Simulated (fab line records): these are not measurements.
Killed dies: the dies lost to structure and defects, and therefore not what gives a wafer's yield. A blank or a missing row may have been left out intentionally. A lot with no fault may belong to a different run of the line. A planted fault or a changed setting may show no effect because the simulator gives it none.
Which tool is to blame?    flow rit-cmos    Sampling: 15 lots, 45 wafers, 2 of 202 route steps

== WHAT EACH GAUGE READ, for each wafer ==
Not one reading of a measure or inspect step in the record can be checked against a usual standard deviation.

== EACH LOT AND THE TOOL THAT RAN IT (in order: tool; ch and the chambers of the sampled wafers; start) ==
lot   RIT_NLDD_STRIP_09                    RIT_M1_PROBE_99
L462  plasma-asher-02 ch 0,1, day 2 22:53  -
L464  plasma-asher-04 ch 0,1, day 3 08:15  -
L465  plasma-asher-04 ch 0,1, day 3 10:40  -
L466  plasma-asher-02 ch 0,1, day 3 18:40  -
L467  plasma-asher-03 ch 0,1, day 3 22:59  -
L468  plasma-asher-03 ch 0,1, day 4 01:58  -
L469  plasma-asher-02 ch 0,1, day 4 05:38  -
L470  plasma-asher-03 ch 0,1, day 4 13:51  -
L474  plasma-asher-02 ch 0,1, day 5 11:22  prober-02, day 6 02:34
L475  plasma-asher-02 ch 0,1, day 5 13:56  prober-01, day 6 05:05
L476  plasma-asher-02 ch 0,1, day 5 19:58  -
L477  plasma-asher-04 ch 0,1, day 5 22:23  -
L478  plasma-asher-03 ch 0,1, day 6 06:02  -
L483  plasma-asher-04 ch 0,1, day 7 04:41  -
L484  plasma-asher-03 ch 0,1, day 7 11:07  -
- RIT_NLDD_STRIP_09: strips in O2, time 180 s.
- RIT_M1_PROBE_99

== WHAT THE TOOLS THEMSELVES READ (means of the sampled wafers that have a number; where no wafer has one, the mark that the record gives instead) ==
RIT_NLDD_STRIP_09. Usual: chamber-pressure-mTorr 4000 mTorr, standard deviation 3.6; drypump-motor-current-A 6.00 A, standard deviation 0.28.
lot   tool             chamber-pressure-mTorr (mTorr)  drypump-motor-current-A (A)  flag
L462  plasma-asher-02  4002                            6.08                         
L464  plasma-asher-04  4003                            5.98                         
L465  plasma-asher-04  3996                            5.74                         
L466  plasma-asher-02  4002                            6.07                         
L467  plasma-asher-03  4003                            5.88                         
L468  plasma-asher-03  3999                            5.89                         
L469  plasma-asher-02  3999                            6.19                         
L470  plasma-asher-03  4001                            5.89                         
L474  plasma-asher-02  2665                            6.21                         OFF
L475  plasma-asher-02  3335                            6.07                         OFF
L476  plasma-asher-02  2664                            6.19                         OFF
L477  plasma-asher-04  3998                            5.98                         
L478  plasma-asher-03  3998                            5.90                         
L483  plasma-asher-04  3995                            5.74                         
L484  plasma-asher-03  4002                            5.89                         

RIT_M1_PROBE_99. Usual: killed-at-contacts 0.1, standard deviation 0.24; killed-at-front-end 7, standard deviation 3.2; killed-dies 7, standard deviation 3.2; killed-open 3.6, standard deviation 2.1; killed-short 3.5, standard deviation 2.
lot   tool       killed-at-contacts  killed-at-front-end  killed-dies  killed-open  killed-short  flag
L474  prober-02  0.0                 7                    7            4.0          2.7           
L475  prober-01  0.0                 4                    4            2.3          1.7           

== THE ANSWER, worked out from the rows above alone ==
Rule: lot off if the mean of its wafers having a number is beyond 3 standard deviations from the usual mean. Also off: a lot with no number at a reading for which 4 or more lots have one. Where the step has rows for the other lots, those lots are counted as sound. The gauges are gone through in route order, then the tools' own readings, and for those a lot's mean is taken as printed above. At the first step where some lot is off, the reading lying furthest off is the one used; lots without a number count as furthest.
Off at RIT_NLDD_STRIP_09 (chamber-pressure-mTorr): L474, L475, L476.
A tool fits if, at that step or a process step before it, it ran every lot that is off, and no sound lot after the first of them. One fits: plasma-asher-02 at RIT_NLDD_STRIP_09. A fault onset in the window from L469 (day 4 05:38, its last sound lot) to L474 (day 5 11:22, its first lot off) fits.
The tool's own readings at RIT_NLDD_STRIP_09 bear it out: on the lots that are off they differ by more than 5 times the standard deviation of the sound lots' means. chamber-pressure-mTorr reads 2888 mTorr there against 4000 mTorr on the sound lots.

== WHAT THE SIMULATOR PUT IN ==
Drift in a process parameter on plasma-asher-02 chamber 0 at RIT_NLDD_STRIP_09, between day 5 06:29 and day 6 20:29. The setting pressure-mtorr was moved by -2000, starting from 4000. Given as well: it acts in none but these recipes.
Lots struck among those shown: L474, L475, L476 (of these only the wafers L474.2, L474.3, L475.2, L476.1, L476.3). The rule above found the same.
